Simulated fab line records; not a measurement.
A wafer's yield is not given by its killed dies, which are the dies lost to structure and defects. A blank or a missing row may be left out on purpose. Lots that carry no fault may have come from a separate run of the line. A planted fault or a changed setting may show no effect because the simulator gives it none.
Which tool is to blame? | flow berkeley-cmos170 | 42 wafers from 14 lots sampled at 4 of the route's 331 steps

## WHAT THE GAUGES READ, wafer by wafer
UCB170_V1_CD_MEAS_90: target cd 700 nm.
lot  | measured     | on        | cd-nm (nm)
L797 | day 7 17:55  | cd-sem-01 | 701.1 701.4 700.2
L795 | day 7 18:00  | cd-sem-02 | 702.6 704.1 703.3
L796 | day 7 18:07  | cd-sem-01 | 700.2 699.3 699.5
L798 | day 8 14:20  | cd-sem-01 | 701.2 701.1 707.1 701.5 701.0 706.8
L799 | day 8 14:35  | cd-sem-01 | 699.9 704.1 699.9
L800 | day 8 14:52  | cd-sem-02 | 699.1 699.1 698.5
L803 | day 9 13:41  | cd-sem-02 | 699.1 701.0 699.0
L808 | day 10 16:13 | cd-sem-02 | 702.2 700.4 700.1
L811 | day 11 06:26 | cd-sem-02 | 701.3 702.1 702.9
L810 | day 11 06:41 | cd-sem-02 | 699.8 700.3 699.5
L813 | day 11 19:31 | cd-sem-01 | 697.7 697.4 697.1
L814 | day 12 02:49 | cd-sem-02 | 700.5 700.5 701.3
L816 | day 12 02:57 | cd-sem-02 | 699.6 702.3 701.6
L815 | day 12 03:07 | cd-sem-01 | 697.5 695.9 698.5

UCB170_M3_BOW_MEAS_20.
lot  | measured     | on            | M3_BOW (um)
L797 | day 8 05:08  | film-metro-01 | 45 41 34
L795 | day 8 05:31  | film-metro-03 | 32 27 32
L796 | day 8 05:46  | film-metro-02 | 47 42 39
L798 | day 9 02:17  | film-metro-02 | 44 29 35
L799 | day 9 02:54  | film-metro-01 | 27 28 35
L800 | day 9 03:29  | film-metro-03 | 19 32 22
L803 | day 10 03:16 | film-metro-03 | 33 33 45
L808 | day 11 01:44 | film-metro-02 | 38 37 48
L811 | day 11 14:40 | film-metro-03 | 20 21 27
L810 | day 11 14:53 | film-metro-01 | 32 34 28
L813 | day 12 04:03 | film-metro-01 | 35 34 34
L814 | day 12 11:43 | film-metro-02 | 42 33 31
L816 | day 12 11:53 | film-metro-01 | 44 40 34
L815 | day 12 12:12 | film-metro-03 | 34 42 41

## EACH LOT AND THE TOOL THAT RAN IT (in order: tool; ch and the chambers of the sampled wafers; start)
lot  | UCB170_V1_ETCH_14                  | UCB170_V1_STRIP_15
L797 | rie-diel-02 ch 2,3, day 7 17:37    | plasma-asher-02 ch 0,1, day 7 17:47
L795 | rie-diel-04 ch 2,3, day 7 17:43    | plasma-asher-04 ch 0,1, day 7 17:54
L796 | rie-diel-01 ch 1,2, day 7 17:50    | plasma-asher-03 ch 0,1, day 7 18:01
L798 | rie-diel-02 ch 0,1,2, day 8 14:04  | plasma-asher-03 ch 0,1, day 8 14:14
L799 | rie-diel-02 ch 0,2,3, day 8 14:18  | plasma-asher-04 ch 0,1, day 8 14:29
L800 | rie-diel-04 ch 0,1,3, day 8 14:32  | plasma-asher-02 ch 0,1, day 8 14:45
L803 | rie-diel-04 ch 0,3, day 9 13:25    | plasma-asher-03 ch 0,1, day 9 13:35
L808 | rie-diel-01 ch 0,1,2, day 10 15:56 | plasma-asher-02 ch 0,1, day 10 16:07
L811 | rie-diel-04 ch 1,2, day 11 06:07   | plasma-asher-04 ch 0,1, day 11 06:19
L810 | rie-diel-01 ch 0,3, day 11 06:23   | plasma-asher-03 ch 0,1, day 11 06:34
L813 | rie-diel-02 ch 1,3, day 11 19:14   | plasma-asher-03 ch 0,1, day 11 19:25
L814 | rie-diel-04 ch 1,2, day 12 02:31   | plasma-asher-03 ch 1, day 12 02:42
L816 | rie-diel-02 ch 1,2,3, day 12 02:40 | plasma-asher-03 ch 0,1, day 12 02:51
L815 | rie-diel-04 ch 0,2,3, day 12 02:48 | plasma-asher-02 ch 0,1, day 12 03:01
- UCB170_V1_ETCH_14: etches SiO2 in CHF3/CF4/Ar, stops on Al, target depth 1250 nm, time 291 s.
- UCB170_V1_STRIP_15: strips in O2.

## WHAT THE TOOLS THEMSELVES READ (means of the sampled wafers that have a number; where no wafer has one, the mark that the record gives instead)
UCB170_V1_ETCH_14.
lot  | tool        | CHF3_flow_sccm (sccm) | drypump-motor-current-A (A) | oes-product-au (a.u.) | rf-fwd-power-W (W) | throttle-valve-pct (%)
L797 | rie-diel-02 | 45.16                 | 5.9                         | 0.869                 | 698.7              | 7.08
L795 | rie-diel-04 | 44.97                 | 5.9                         | 0.864                 | 699.9              | 7.11
L796 | rie-diel-01 | 45.08                 | 4.9                         | 0.858                 | 698.0              | 7.13
L798 | rie-diel-02 | 45.05                 | 5.8                         | 0.876                 | 792.4              | 6.94
L799 | rie-diel-02 | 45.23                 | 5.8                         | 0.863                 | 791.6              | 6.99
L800 | rie-diel-04 | 44.98                 | 5.2                         | 0.865                 | 697.7              | 7.05
L803 | rie-diel-04 | 45.04                 | 5.5                         | 0.870                 | 697.1              | 6.97
L808 | rie-diel-01 | 44.80                 | 5.1                         | 0.872                 | 698.8              | 7.10
L811 | rie-diel-04 | 44.91                 | 5.3                         | 0.865                 | 699.0              | 7.18
L810 | rie-diel-01 | 44.89                 | 5.5                         | 0.879                 | 698.9              | 7.06
L813 | rie-diel-02 | 44.98                 | 6.0                         | 0.861                 | 695.5              | 6.92
L814 | rie-diel-04 | 45.00                 | 5.3                         | 0.872                 | 699.8              | 7.18
L816 | rie-diel-02 | 45.07                 | 5.9                         | 0.872                 | 697.8              | 6.98
L815 | rie-diel-04 | 45.00                 | 5.7                         | 0.878                 | 699.2              | 7.04

UCB170_V1_STRIP_15.
lot  | tool            | drypump-motor-current-A (A) | oes-product-au (a.u.) | strip-time-to-endpoint-s (s)
L797 | plasma-asher-02 | 6.3                         | 0.720                 | 15.16
L795 | plasma-asher-04 | 6.0                         | 0.723                 | 15.24
L796 | plasma-asher-03 | 5.7                         | 0.723                 | 15.45
L798 | plasma-asher-03 | 5.8                         | 0.722                 | 14.96
L799 | plasma-asher-04 | 6.0                         | 0.722                 | 14.95
L800 | plasma-asher-02 | 6.3                         | 0.720                 | 15.51
L803 | plasma-asher-03 | 5.8                         | 0.724                 | 15.21
L808 | plasma-asher-02 | 6.3                         | 0.719                 | 15.33
L811 | plasma-asher-04 | 6.0                         | 0.725                 | 15.29
L810 | plasma-asher-03 | 5.8                         | 0.724                 | 15.33
L813 | plasma-asher-03 | 5.8                         | 0.722                 | 15.23
L814 | plasma-asher-03 | 5.5                         | 0.722                 | 15.27
L816 | plasma-asher-03 | 5.8                         | 0.720                 | 15.23
L815 | plasma-asher-02 | 6.3                         | 0.721                 | 15.35

## THE ANSWER, worked out from the rows above alone
Rule: what is usual is taken from the lots themselves. Put in order of their means at a reading, lots are off if they are a third of the lots or fewer, leave a main group of 4 or more, and stand apart from it by a gap of 3 or more times the standard deviation of the main group's means; of several such gaps the widest counts. A main group whose means are all the same, to the digits that the tables above print for the reading, isn't used. Also off: a lot with no number at a reading for which 4 or more lots have one. Where the step has rows for the other lots, those lots are counted as sound. Order of review: gauges by route order, followed by the tools' own readings, for which a lot's mean as printed above is used. The first step at which some lot is off is used, and at that step the reading that is off furthest; a lot without a number counts as furthest.
Off: L798, L799, at UCB170_V1_ETCH_14 (rf-fwd-power-W). For the main group the mean is 698.4 W and the standard deviation 1.2.
If a tool, at that step or one of the process steps before it, ran each lot that is off and ran no sound lot following the first of them, it fits. None of those tried fits.

## WHAT THE SIMULATOR HAD PUT IN
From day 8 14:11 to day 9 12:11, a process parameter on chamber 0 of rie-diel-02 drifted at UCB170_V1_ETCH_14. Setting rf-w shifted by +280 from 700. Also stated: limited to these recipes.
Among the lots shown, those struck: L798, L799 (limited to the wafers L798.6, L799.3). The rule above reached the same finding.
